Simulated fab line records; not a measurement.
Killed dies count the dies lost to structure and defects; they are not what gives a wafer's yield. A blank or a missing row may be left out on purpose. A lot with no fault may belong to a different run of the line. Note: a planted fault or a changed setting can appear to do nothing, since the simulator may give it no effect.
fab line records ; flow ritCmos
record lots=7; wafers=21; lastDay=7
route steps=202 shown NWELL@35 PWELL@39 WELLDRIVE@50 NRETRO@53 M1@202
lots with no fault: from the same line, run without faults
startH: hours from the record's opening day to when the first of the lot's shown wafers began ; waitH: hours since the lot's step before ; " identical to the entry in the row above ; L1.1+2: a row that stands for several wafers ; - either no value or no given start ; * or withheld: withheld ; < > ~ a bound
route shown NAME@n: a module of which the file shows steps, and the number in the route of the first ; usual: mean/standard deviation taken from wafers without a fault ; same: alike in all rows ; chamber/n: place in a boat ; sites: per-site readings ; _std_site: how widely they spread, as a standard deviation ; _edge_site: mean of outer sites minus mean of inner sites ; radiusMm: how far each site lies from the wafer's centre ; mask NAME#n: copy n ; behind: tool/chamber where the wafer was last shaped ; hold: why the lot went on hold/how many hours it stayed there/how the hold came to an end ; device: which transistor (n, p or np) failed to switch ; end of line: the route-end tests of the same wafers ; a step with no rows: only its recipe ; killed: count of dies lost to structure and defects at first sort (not the wafer's yield) ; map: the dies of a wafer, with x for killed, . for not killed, _ for no die there
set.NAME: setting as actually run; set.NAME@STEP: the setting as run at that earlier step ; model.NAME: the simulator's own value behind a step, which no gauge read
lots at selected steps of the route; one table per step, one row per wafer
services: the hour from which a tool's chamber was out of use, counted from the record's first day as startH (under 0 if before that day), plus the number of hours and why
## steps
# step RIT_NWELL_HARDBAKE_07
# recipe resist=NOVOLAK; tempC=140; timeS=120
# step RIT_NWELL_IMPLANT_08
# recipe species=P; energyKev=170; doseCm2=5e+13; tiltDeg=7
# step RIT_NWELL_STRIP_09
# recipe chemistry=O2; timeS=180; resist=NOVOLAK; platenTempC=withheld; powerW=500; pressureMtorr=4000; o2FlowSccm=4000
# usual drypumpMotorCurrentA=5.7/0.61
lot.wafer;tool;chamber;startH;waitH;drypumpMotorCurrentA;rfHoursCounterH
L180.1;plasmaAsher-04;1;50.75;0.1;5.3;42
L180.3;plasmaAsher-04;0;50.75;0.1;6.0;-
L180.5;plasmaAsher-04;0;50.75;0.1;6.0;-
L185.2;plasmaAsher-02;1;75.92;0.1;4.9;44
L185.3;plasmaAsher-02;1;75.92;0.1;4.9;-
L185.6;plasmaAsher-02;0;75.92;0.1;6.2;-
L186.2;plasmaAsher-04;0;81.02;0.1;6.0;45
L186.4;plasmaAsher-04;0;81.02;0.1;6.0;-
L186.5;plasmaAsher-04;1;81.02;0.1;5.3;-
L189.1;plasmaAsher-01;1;98.34;0.1;5.1;43
L189.5;plasmaAsher-01;0;98.34;0.1;6.5;-
L189.6;plasmaAsher-01;1;98.34;0.1;5.0;-
L191.2;plasmaAsher-02;1;107.63;0.1;4.9;48
L191.3;plasmaAsher-02;0;107.63;0.1;6.2;-
L191.4;plasmaAsher-02;1;107.63;0.1;4.9;-
L192.3;plasmaAsher-04;1;111.44;0.1;5.3;-
L192.4;plasmaAsher-04;0;111.44;0.1;6.0;-
L192.5;plasmaAsher-04;0;111.44;0.1;6.0;-
L197.1;plasmaAsher-04;1;138.06;0.1;5.3;52
L197.2;plasmaAsher-04;0;138.06;0.1;6.0;52
L197.4;plasmaAsher-04;0;138.06;0.1;6.0;-
# step RIT_NWELL_TW_MEAS_10
# usual NWELL_TW=2140/13
lot.wafer;tool;chamber;startH;waitH;NWELL_TW
L180.1;filmMetro-02;-;50.93;0.1;2147
L180.3;filmMetro-02;-;50.93;0.1;2154
L180.5;filmMetro-02;-;50.93;0.1;2155
L185.2;filmMetro-04;-;76.10;0.1;2164
L185.3;filmMetro-04;-;76.10;0.1;2146
L185.6;filmMetro-04;-;76.10;0.1;2151
L186.2;filmMetro-01;-;81.21;0.1;2128
L186.4;filmMetro-01;-;81.21;0.1;2130
L186.5;filmMetro-01;-;81.21;0.1;2138
L189.1;filmMetro-04;-;98.52;0.1;2151
L189.5;filmMetro-04;-;98.52;0.1;2144
L189.6;filmMetro-04;-;98.52;0.1;2157
L191.2;filmMetro-04;-;107.81;0.1;2134
L191.3;filmMetro-04;-;107.81;0.1;2155
L191.4;filmMetro-04;-;107.81;0.1;2144
L192.3;filmMetro-02;-;111.58;0.1;2134
L192.4;filmMetro-02;-;111.58;0.1;2123
L192.5;filmMetro-02;-;111.58;0.1;2139
L197.1;filmMetro-02;-;138.23;0.1;2132
L197.2;filmMetro-02;-;138.23;0.1;2126
L197.4;filmMetro-02;-;138.23;0.1;2123
# step RIT_PWELL_HMDS_00
# recipe primeTimeS=60; primeTempC=140
# step RIT_PWELL_COAT_01
# recipe resist=NOVOLAK; spinRpm=2000; resistThkNm=1300
# step RIT_PWELL_SOFTBAKE_02
# recipe resist=NOVOLAK; tempC=90; timeS=60
# step RIT_PWELL_EXPOSE_03
# recipe maskId=M3; na=0.57; targetCdNm=43700; doseMj=250
# step RIT_PWELL_PEB_04
# recipe resist=NOVOLAK; tempC=withheld; timeS=withheld
# step RIT_PWELL_DEVELOP_05
# recipe resist=NOVOLAK; developTimeS=68; devTempC=23
# step RIT_PWELL_OVL_MEAS_06
# usual PWELL_OVL=-0.4/1.8
lot.wafer;tool;chamber;startH;waitH;PWELL_OVL[nm]
L180.1;overlay-02;-;52.17;-;2.3
L180.3;overlay-02;-;52.17;-;3.8
L180.5;overlay-02;-;52.17;-;2.8
L185.2;overlay-01;-;77.04;-;-1.3
L185.3;overlay-01;-;77.04;-;-0.5
L185.6;overlay-01;-;77.04;-;-0.1
L186.2;overlay-01;-;82.14;-;-3.6
L186.4;overlay-01;-;82.14;-;-1.7
L186.5;overlay-01;-;82.14;-;-2.3
L189.1;overlay-02;-;99.58;-;-1.1
L189.5;overlay-02;-;99.58;-;-2.2
L189.6;overlay-02;-;99.58;-;-0.9
L191.2;overlay-02;-;108.75;-;-1.3
L191.3;overlay-02;-;108.75;-;-1.0
L191.4;overlay-02;-;108.75;-;-0.9
L192.3;overlay-01;-;112.51;-;-1.2
L192.4;overlay-01;-;112.51;-;0.5
L192.5;overlay-01;-;112.51;-;0.3
L197.1;overlay-02;-;139.17;-;1.1
L197.2;overlay-02;-;139.17;-;-0.4
L197.4;overlay-02;-;139.17;-;1.7
# step RIT_PWELL_HARDBAKE_07
# recipe resist=NOVOLAK; tempC=140; timeS=120
# step RIT_PWELL_IMPLANT_08
# recipe species=B; energyKev=170; doseCm2=7e+13; tiltDeg=7
# usual doseIonsCm2=7.002e+13/7.2e+10; endStationPressureTorr=5.2e-06/2.7e-07; faradayCurrentUA=222/4.7
# same implantIonAmu=11
lot.wafer;tool;chamber;startH;waitH;doseIonsCm2;endStationPressureTorr;faradayCurrentUA
L180.1;implanter-02;0;52.45;0.2;9.938e+13;5.18e-06;320
L180.3;implanter-02;0;52.45;0.2;9.946e+13;5.44e-06;318
L180.5;implanter-02;0;52.45;0.2;9.941e+13;5.11e-06;324
L185.2;implanter-02;0;77.34;0.2;9.943e+13;5.23e-06;306
L185.3;implanter-02;0;77.34;0.2;9.95e+13;5.61e-06;316
L185.6;implanter-02;0;77.34;0.2;9.954e+13;5.75e-06;312
L186.2;implanter-02;0;82.45;0.2;9.944e+13;5.71e-06;309
L186.4;implanter-02;0;82.45;0.2;9.94e+13;5.18e-06;315
L186.5;implanter-02;0;82.45;0.2;9.936e+13;4.76e-06;312
L189.1;implanter-04;0;99.87;0.2;7.006e+13;5.29e-06;216
L189.5;implanter-04;0;99.87;0.2;7.003e+13;5.06e-06;223
L189.6;implanter-04;0;99.87;0.2;7.006e+13;5.12e-06;224
L191.2;implanter-04;0;109.05;0.2;7e+13;5.3e-06;219
L191.3;implanter-04;0;109.05;0.2;7e+13;5.15e-06;212
L191.4;implanter-04;0;109.05;0.2;6.988e+13;5.39e-06;224
L192.3;implanter-04;0;112.84;0.2;6.992e+13;4.97e-06;228
L192.4;implanter-04;0;112.84;0.2;6.999e+13;5.45e-06;220
L192.5;implanter-04;0;112.84;0.2;7.012e+13;5.7e-06;219
L197.1;implanter-04;0;139.46;0.2;6.991e+13;5.56e-06;231
L197.2;implanter-04;0;139.46;0.2;6.976e+13;5.35e-06;219
L197.4;implanter-04;0;139.46;0.2;6.991e+13;5.23e-06;225
# step RIT_PWELL_STRIP_09
# recipe chemistry=O2; timeS=180; resist=NOVOLAK; platenTempC=withheld; powerW=500; pressureMtorr=4000; o2FlowSccm=4000
# usual drypumpMotorCurrentA=5.6/0.38
lot.wafer;tool;chamber;startH;waitH;drypumpMotorCurrentA;rfHoursCounterH
L180.1;plasmaAsher-03;0;52.60;0.1;5.5;28
L180.3;plasmaAsher-03;1;52.60;0.1;5.5;-
L180.5;plasmaAsher-03;0;52.60;0.1;5.5;-
L185.2;plasmaAsher-03;0;77.47;0.1;5.5;30
L185.3;plasmaAsher-03;0;77.47;0.1;5.5;-
L185.6;plasmaAsher-03;1;77.47;0.1;5.5;-
L186.2;plasmaAsher-03;1;82.57;0.1;5.5;31
L186.4;plasmaAsher-03;0;82.57;0.1;5.5;-
L186.5;plasmaAsher-03;1;82.57;0.1;5.5;-
L189.1;plasmaAsher-03;0;100.02;0.1;5.5;33
L189.5;plasmaAsher-03;0;100.02;0.1;5.6;-
L189.6;plasmaAsher-03;1;100.02;0.1;5.4;-
L191.2;plasmaAsher-03;1;109.18;0.1;5.5;34
L191.3;plasmaAsher-03;0;109.18;0.1;5.5;-
L191.4;plasmaAsher-03;1;109.18;0.1;5.5;-
L192.3;plasmaAsher-04;0;113.00;0.1;6.0;-
L192.4;plasmaAsher-04;1;113.00;0.1;5.3;-
L192.5;plasmaAsher-04;1;113.00;0.1;5.3;-
L197.1;plasmaAsher-01;1;139.61;0.1;5.0;48
L197.2;plasmaAsher-01;0;139.61;0.1;6.5;48
L197.4;plasmaAsher-01;0;139.61;0.1;6.5;-
# step RIT_PWELL_TW_MEAS_10
# usual PWELL_TW=946/4.6
lot.wafer;tool;chamber;startH;waitH;PWELL_TW
L180.1;filmMetro-01;-;52.78;0.1;1050
L180.3;filmMetro-01;-;52.78;0.1;1056
L180.5;filmMetro-01;-;52.78;0.1;1058
L185.2;filmMetro-04;-;77.65;0.1;1072
L185.3;filmMetro-04;-;77.65;0.1;1069
L185.6;filmMetro-04;-;77.65;0.1;1079
L186.2;filmMetro-01;-;82.76;0.1;1065
L186.4;filmMetro-01;-;82.76;0.1;1055
L186.5;filmMetro-01;-;82.76;0.1;1059
L189.1;filmMetro-01;-;100.20;0.1;940
L189.5;filmMetro-01;-;100.20;0.1;943
L189.6;filmMetro-01;-;100.20;0.1;938
L191.2;filmMetro-01;-;109.36;0.1;940
L191.3;filmMetro-01;-;109.36;0.1;941
L191.4;filmMetro-01;-;109.36;0.1;939
L192.3;filmMetro-02;-;113.13;0.1;950
L192.4;filmMetro-02;-;113.13;0.1;948
L192.5;filmMetro-02;-;113.13;0.1;942
L197.1;filmMetro-01;-;139.79;0.1;951
L197.2;filmMetro-01;-;139.79;0.1;949
L197.4;filmMetro-01;-;139.79;0.1;952
# step RIT_WELLDRIVE_ANNEAL_00
# recipe tempC=1100; timeS=14700; ambient=N2
# step RIT_WELLDRIVE_RS_MEAS_01
# recipe thkMeasGauge=four-point-probe
# usual NWELL_RS=275.5/0.74
lot.wafer;tool;chamber;startH;waitH;NWELL_RS[ohm/sq]
L180.1;filmMetro-01;-;57.92;0.0;274.8
L180.3;filmMetro-01;-;57.92;0.0;275.0
L180.5;filmMetro-01;-;57.92;0.0;274.4
L185.2;filmMetro-02;-;82.80;0.0;275.3
L185.3;filmMetro-02;-;82.80;0.0;277.0
L185.6;filmMetro-02;-;82.80;0.0;276.6
L186.2;filmMetro-02;-;87.91;0.0;275.8
L186.4;filmMetro-02;-;87.91;0.0;275.8
L186.5;filmMetro-02;-;87.91;0.0;275.5
L189.1;filmMetro-01;-;105.35;0.0;275.7
L189.5;filmMetro-01;-;105.35;0.0;275.8
L189.6;filmMetro-01;-;105.35;0.0;276.0
L191.2;filmMetro-01;-;114.52;0.0;275.7
L191.3;filmMetro-01;-;114.52;0.0;274.5
L191.4;filmMetro-01;-;114.52;0.0;274.8
L192.3;filmMetro-02;-;118.30;0.0;276.0
L192.4;filmMetro-02;-;118.30;0.0;275.3
L192.5;filmMetro-02;-;118.30;0.0;275.6
L197.1;filmMetro-01;-;144.94;0.0;276.2
L197.2;filmMetro-01;-;144.94;0.0;275.5
L197.4;filmMetro-01;-;144.94;0.0;276.0
# step RIT_WELLDRIVE_RS_MEAS_02
# recipe thkMeasGauge=four-point-probe
# usual PWELL_RS=429.3/1.4
lot.wafer;tool;chamber;startH;waitH;PWELL_RS[ohm/sq]
L180.1;filmMetro-01;-;58.04;0.1;346.1
L180.3;filmMetro-01;-;58.04;0.1;346.1
L180.5;filmMetro-01;-;58.04;0.1;346.5
L185.2;filmMetro-02;-;82.92;0.1;345.6
L185.3;filmMetro-02;-;82.92;0.1;345.2
L185.6;filmMetro-02;-;82.92;0.1;344.7
L186.2;filmMetro-02;-;88.03;0.1;345.4
L186.4;filmMetro-02;-;88.03;0.1;345.9
L186.5;filmMetro-02;-;88.03;0.1;345.8
L189.1;filmMetro-01;-;105.47;0.1;429.9
L189.5;filmMetro-01;-;105.47;0.1;430.3
L189.6;filmMetro-01;-;105.47;0.1;429.0
L191.2;filmMetro-01;-;114.64;0.1;430.8
L191.3;filmMetro-01;-;114.64;0.1;430.5
L191.4;filmMetro-01;-;114.64;0.1;430.2
L192.3;filmMetro-02;-;118.42;0.1;431.2
L192.4;filmMetro-02;-;118.42;0.1;430.9
L192.5;filmMetro-02;-;118.42;0.1;431.2
L197.1;filmMetro-01;-;145.06;0.1;431.9
L197.2;filmMetro-01;-;145.06;0.1;431.6
L197.4;filmMetro-01;-;145.06;0.1;431.5
# step RIT_NRETRO_HMDS_00
# recipe primeTimeS=60; primeTempC=140
# step RIT_M1_PROBE_99
# usual killedAtContacts=0.0/0.22; killedAtFrontEnd=7/3.1; killedDies=7/3.1; killedOpen=3.5/2.2; killedShort=3.3/1.9
# same grossDies=264; killed_at_M0_to_M3=0; killed_at_M4_up=0; killedAtBackSide=0; killedAtOther=0
lot.wafer;tool;chamber;startH;waitH;killedAtContacts;killedAtFrontEnd;killedDies;killedOpen;killedShort;model.etest.nmos_0p3.rOnOhmUm;model.etest.nmos_0p15.rOnOhmUm;model.etest.pwellPinched.rsOhmSq;model.etest.pwell.rsOhmSq;model.etest.nmosTurned.driveUaUm;model.etest.nmos_0p15.driveUaUm;model.etest.nmosNarrow.driveUaUm;model.etest.nmos_0p3.driveUaUm
L180.1;prober-01;-;88.63;0.1;0;9;9;5;4;2346;1193;363.3;333.1;248;427.6;195.2;194
L180.3;prober-01;-;88.73;0.2;0;9;9;5;4;2384;1234;368.1;336.7;242.4;407.9;190.7;190.6
L180.5;prober-01;-;88.83;0.2;0;9;9;3;6;2378;1215;362.8;328.8;253;415.5;184.4;189.8
L185.2;prober-02;-;113.88;0.1;0;7;7;5;2;2407;1233;365.7;328;243.5;411.3;187.4;188.4
L185.3;prober-02;-;113.93;0.2;0;5;5;3;2;2378;1226;363.8;325.1;253.1;417.9;194.6;193.4
L185.6;prober-02;-;114.08;0.2;0;7;7;5;2;2398;1208;365.4;328.3;244.3;419.1;187.5;187.2
L186.2;prober-01;-;119.45;0.1;0;5;5;3;2;2505;1296;362.4;330.8;217.3;368.2;172.1;172.8
L186.4;prober-01;-;119.55;0.2;0;3;3;1;2;2534;1301;367.4;334.5;214.4;379.8;175.9;175.7
L186.5;prober-01;-;119.60;0.2;0;14;14;7;7;2514;1317;367.3;330.6;222.4;375.1;178.8;178.1
L189.1;prober-02;-;135.13;0.1;0;4;4;3;1;2090;1092;454.1;415.6;357.3;496.5;236.6;238.3
L189.5;prober-02;-;135.33;0.2;0;8;8;2;6;2104;1118;450;406.7;351.8;489.9;237;235.9
L189.6;prober-02;-;135.38;0.2;1;3;4;0;4;2100;1105;461;419.5;357;496.2;238.1;239.5
L191.2;prober-02;-;143.41;0.1;0;4;4;2;2;2151;1147;469.6;426.2;314.9;454.7;221.7;227.9
L191.3;prober-02;-;143.46;0.2;0;8;8;5;3;2115;1103;461.1;424.3;324.6;467.2;218.3;230
L191.4;prober-02;-;143.51;0.2;0;6;6;4;2;2167;1155;467.8;420.7;317;455.8;217.2;225.2
L192.3;prober-01;-;146.74;0.2;0;7;7;3;4;2077;1095;468.9;422.2;353.4;490.7;234.6;236.7
L192.4;prober-01;-;146.79;0.2;0;6;6;3;3;2112;1108;465.5;417.9;345.1;492.5;232.5;233.6
L192.5;prober-01;-;146.84;0.2;0;9;9;4;5;2107;1084;456.1;416.7;339.5;478.6;231.8;230.3
L197.1;prober-01;-;173.55;0.1;0;6;6;5;1;2137;1124;460.2;413.2;349.2;474.4;232.1;230.1
L197.2;prober-01;-;173.60;0.1;0;4;4;1;3;2120;1119;457.7;409;363.1;488.7;240.4;238.1
L197.4;prober-01;-;173.70;0.2;0;10;10;4;6;2109;1123;458.3;417.3;339.5;485.9;241.2;240
# killed by level:class
L180.1 GATE:geometricParticle:short=2 GATE:geometricParticle:open=2 SILICIDE:geometricParticle:open=2 FOX2:geometricParticle:short=1 REOX:geometricParticle:open=1 SILICIDE:geometricParticle:short=1
L180.3 GATE:geometricParticle:open=2 GATE:geometricParticle:short=2 FOX2:geometricParticle:open=1 REOX:geometricParticle:open=1 SPACER:geometricParticle:open=1 SPACER:geometricParticle:short=1 SILICIDE:geometricParticle:short=1
L180.5 FOX2:geometricParticle:short=3 GATE:geometricParticle:open=3 FOX1:geometricParticle:short=1 GATE:geometricParticle:short=1 REOX:geometricParticle:short=1
L185.2 GATE:geometricParticle:open=2 FOX2:geometricParticle:open=1 GATE:geometricParticle:short=1 REOX:geometricParticle:open=1 REOX:geometricParticle:short=1 SPACER:geometricParticle:open=1
L185.3 GATE:geometricParticle:open=2 FOX2:geometricParticle:short=1 REOX:geometricParticle:open=1 SILICIDE:geometricParticle:short=1
L185.6 GATE:geometricParticle:open=2 GATE:geometricParticle:short=2 REOX:geometricParticle:open=2 FOX2:geometricParticle:open=1
L186.2 GATE:geometricParticle:open=2 GATE:geometricParticle:short=1 REOX:geometricParticle:open=1 SILICIDE:geometricParticle:short=1
L186.4 FOX1:geometricParticle:open=1 FOX1:geometricParticle:short=1 SPACER:geometricParticle:short=1
L186.5 FOX1:geometricParticle:open=4 GATE:geometricParticle:short=2 SILICIDE:geometricParticle:short=2 FOX1:geometricParticle:short=1 GATE:geometricParticle:open=1 REOX:geometricParticle:open=1 REOX:geometricParticle:short=1 SPACER:geometricParticle:short=1
L189.1 FOX1:geometricParticle:open=1 GATE:geometricParticle:open=1 GATE:geometricParticle:short=1 SILICIDE:geometricParticle:open=1
L189.5 GATE:geometricParticle:short=4 FOX1:geometricParticle:short=1 FOX1:geometricParticle:open=1 SPACER:geometricParticle:open=1 SILICIDE:geometricParticle:short=1
L189.6 GATE:geometricParticle:short=1 SPACER:geometricParticle:short=1 SILICIDE:geometricParticle:short=1 CONTACT:geometricParticle:short=1
L191.2 FOX1:geometricParticle:open=1 FOX1:geometricParticle:short=1 SPACER:geometricParticle:short=1 SILICIDE:geometricParticle:open=1
L191.3 GATE:geometricParticle:short=3 REOX:geometricParticle:open=2 FOX1:geometricParticle:open=1 GATE:geometricParticle:open=1 SILICIDE:geometricParticle:open=1
L191.4 GATE:geometricParticle:open=2 REOX:geometricParticle:short=2 FOX1:geometricParticle:open=1 SPACER:geometricParticle:open=1
L192.3 FOX1:geometricParticle:open=2 REOX:geometricParticle:short=2 GATE:geometricParticle:open=1 SPACER:geometricParticle:short=1 SILICIDE:geometricParticle:short=1
L192.4 GATE:geometricParticle:short=2 GATE:geometricParticle:open=1 REOX:geometricParticle:short=1 REOX:geometricParticle:open=1 SPACER:geometricParticle:open=1
L192.5 REOX:geometricParticle:short=3 GATE:geometricParticle:short=2 GATE:geometricParticle:open=2 SPACER:geometricParticle:open=1 SILICIDE:geometricParticle:open=1
L197.1 REOX:geometricParticle:open=2 FOX1:geometricParticle:open=1 SPACER:geometricParticle:open=1 SILICIDE:geometricParticle:short=1 SILICIDE:geometricParticle:open=1
L197.2 FOX1:geometricParticle:short=2 FOX2:geometricParticle:short=1 SILICIDE:geometricParticle:open=1
L197.4 SILICIDE:geometricParticle:short=3 FOX1:geometricParticle:open=2 FOX1:geometricParticle:short=2 GATE:geometricParticle:short=1 GATE:geometricParticle:open=1 SILICIDE:geometricParticle:open=1
## services
tool;chamber;startH;hours;kind
implanter-04;-;36.00;7.4;repair
plasmaAsher-02;-;80.01;1.5;repair
plasmaAsher-04;-;99.22;2.8;pm
plasmaAsher-02;-;108.75;9.0;pm
plasmaAsher-02;0;108.75;9.0;ventCycle
plasmaAsher-02;1;108.75;9.0;ventCycle
plasmaAsher-03;-;114.53;2.8;pm
implanter-04;-;117.52;5.8;repair
plasmaAsher-02;0;117.75;-;clean
plasmaAsher-02;1;117.75;-;clean
plasmaAsher-02;-;137.37;1.0;repair
## key
firstSign step=RIT_PWELL_IMPLANT_08; reading=doseIonsCm2; direction=up; sigmas=99+; usual=7.002e+13; struck=9.944e+13
effect step=RIT_PWELL_IMPLANT_08; reading=faradayCurrentUA; direction=up; sigmas=20; usual=222; struck=315
effect step=RIT_PWELL_TW_MEAS_10; reading=PWELL_TW; direction=up; sigmas=25; usual=946; struck=1062
effect step=RIT_WELLDRIVE_RS_MEAS_02; reading=PWELL_RS; direction=down; sigmas=59; usual=429.3; struck=345.7
modelEffect step=RIT_M1_PROBE_99; value=etest.nmos_0p3.rOnOhmUm; without=2131; struck=2427
metAt RIT_PWELL_IMPLANT_08
struckWafers L180.1,L180.3,L180.5,L185.2,L185.3,L185.6,L186.2,L186.4,L186.5
testerLeftOut L180,L185,L186
fault kind=processParameterDrift; tool=implanter-02; chamber=-; onsetH=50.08; steps=RIT_PWELL_IMPLANT_08; channel=doseCm2; offset=2.94e+13; shape=step; endH=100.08; actsIn=theseRecipesOnly; stated=7e+13
# testerLeftOut: of these lots the tester's yield and bins aren't shown, on N5 and GAA mostly nor the transistor test; their killed dies are dies lost to structure and defects alone, not to doping, threshold or leakage, so they don't give the yield
